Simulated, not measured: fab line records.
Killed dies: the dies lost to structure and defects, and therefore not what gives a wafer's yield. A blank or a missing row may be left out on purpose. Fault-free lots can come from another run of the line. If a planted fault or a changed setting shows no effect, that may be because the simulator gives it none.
Which tool is to blame? -- flow ritCmos -- 14 lots, 42 wafers sampled, at 3 steps of a route of 202

## WHAT THE GAUGES SHOWED, per wafer
RIT_WELLDRIVE_RS_MEAS_01: the measuring method here is four-point-probe. Usual: NWELL_RS 275.3 ohm/sq, standard deviation 0.85.
lot,measured,on,NWELL_RS (ohm/sq),flag
L926,day 2 05:40,filmMetro-04,275.7 276.3 276.2,
L928,day 2 13:55,filmMetro-02,274.3 275.8 275.2,
L929,day 2 18:58,filmMetro-04,275.0 275.7 275.4,
L930,day 3 01:01,filmMetro-02,274.6 274.6 275.1,
L931,day 3 06:06,filmMetro-02,275.3 275.8 275.9,
L932,day 3 12:30,filmMetro-02,275.4 275.6 275.9,
L933,day 3 16:44,filmMetro-01,275.9 275.3 276.3,
L934,day 3 20:16,filmMetro-01,274.3 274.1 274.5,
L935,day 4 01:21,filmMetro-04,275.8 274.3 275.6,
L936,day 4 06:04,filmMetro-01,275.0 274.6 274.9,
L937,day 4 12:11,filmMetro-01,262.0 261.5 262.4,OFF
L939,day 4 22:08,filmMetro-02,275.2 275.1 275.5,
L940,day 5 01:47,filmMetro-02,260.3 259.8 259.9,OFF
L949,day 7 01:33,filmMetro-02,276.1 276.3 276.4,

RIT_WELLDRIVE_RS_MEAS_02: the measuring method here is four-point-probe. Usual: PWELL_RS 429.7 ohm/sq, standard deviation 1.1.
lot,measured,on,PWELL_RS (ohm/sq),flag
L926,day 2 05:47,filmMetro-04,432.4 431.0 431.7,
L928,day 2 14:02,filmMetro-02,430.5 429.9 430.6,
L929,day 2 19:05,filmMetro-04,430.0 430.2 429.3,
L930,day 3 01:08,filmMetro-02,428.3 428.4 430.2,
L931,day 3 06:13,filmMetro-02,429.7 430.1 431.7,
L932,day 3 12:37,filmMetro-02,429.0 428.5 429.3,
L933,day 3 16:51,filmMetro-01,430.8 429.7 429.7,
L934,day 3 20:23,filmMetro-01,431.1 430.5 431.0,
L935,day 4 01:28,filmMetro-04,429.2 430.4 429.5,
L936,day 4 06:11,filmMetro-01,428.2 429.6 429.9,
L937,day 4 12:18,filmMetro-01,411.8 411.0 414.0,OFF
L939,day 4 22:15,filmMetro-02,430.8 430.1 429.8,
L940,day 5 01:55,filmMetro-02,413.2 412.6 413.8,OFF
L949,day 7 01:40,filmMetro-02,428.6 428.6 428.6,

## WHAT TOOL EACH LOT RAN ON (gives the tool, then ch and the chambers of the sampled wafers, and finally the start)
lot,RIT_WELLDRIVE_ANNEAL_00
L926,"furnace-02 ch 0, day 2 00:34"
L928,"furnace-03 ch 0, day 2 08:48"
L929,"furnace-03 ch 0, day 2 13:53"
L930,"furnace-04 ch 0, day 2 19:56"
L931,"furnace-04 ch 0, day 3 01:01"
L932,"furnace-04 ch 0, day 3 07:25"
L933,"furnace-02 ch 0, day 3 11:39"
L934,"furnace-04 ch 0, day 3 15:11"
L935,"furnace-04 ch 0, day 3 20:16"
L936,"furnace-03 ch 0, day 4 00:59"
L937,"furnace-04 ch 0, day 4 07:02"
L939,"furnace-02 ch 0, day 4 17:01"
L940,"furnace-04 ch 0, day 4 20:40"
L949,"furnace-02 ch 0, day 6 20:28"
- RIT_WELLDRIVE_ANNEAL_00: time 14700 s.

## AS READ BY THE TOOLS THEMSELVES (means over the sampled wafers that have a number; for cases with no such wafer, the mark the record gives instead)
RIT_WELLDRIVE_ANNEAL_00. Usual: runLengthS 18261 s, standard deviation 11; spikeTcLoadC 1128 C, standard deviation 4.9.
lot,tool,runLengthS (s),spikeTcLoadC (C),flag
L926,furnace-02,18255,1135,
L928,furnace-03,18276,1122,
L929,furnace-03,18287,1122,
L930,furnace-04,18254,1128,
L931,furnace-04,18251,1128,
L932,furnace-04,18250,1127,
L933,furnace-02,18252,1136,
L934,furnace-04,18254,1127,
L935,furnace-04,18262,1126,
L936,furnace-03,18281,1122,
L937,furnace-04,23403,1127,OFF
L939,furnace-02,18257,1134,
L940,furnace-04,23403,1126,OFF
L949,furnace-02,18258,1134,

## THE ANSWER, worked out from the rows above alone
Rule: a lot is off if the mean of its wafers that have a number lies more than 3 standard deviations from the usual mean. A lot without any number at a reading at which 4 lots or more have one is off too. Where the step has rows for the other lots, those lots are counted as sound. First the gauges in route order, then the tools' own readings, where a lot's mean is used as printed above. At the first step where some lot is off, the reading lying furthest off is the one used; lots without a number count as furthest.
Off: L937, L940, seen at RIT_WELLDRIVE_RS_MEAS_01 (NWELL_RS).
A tool fits if, at a process step before that reading, it ran every lot that is off, and no sound lot after the first of them. The gauges at RIT_WELLDRIVE_RS_MEAS_01 aren't tried: what is off there is off at RIT_WELLDRIVE_ANNEAL_00 too, on other tools, and a gauge's error can't cause that. One candidate fits, namely furnace-04 at RIT_WELLDRIVE_ANNEAL_00. Its last sound lot is L935 (day 3 20:16), its first lot that is off L937 (day 4 07:02): a fault that began between those two fits.
The tool's own readings at RIT_WELLDRIVE_ANNEAL_00 bear it out: on the lots that are off they differ by more than 5 times the standard deviation of the sound lots' means. runLengthS reads 23403 s there against 18261 s on the sound lots.

## WHAT HAD BEEN PUT IN BY THE SIMULATOR
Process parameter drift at RIT_WELLDRIVE_ANNEAL_00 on furnace-04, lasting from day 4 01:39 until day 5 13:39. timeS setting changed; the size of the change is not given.
Lots struck among those shown: L937, L940. The rule given above showed the same thing.
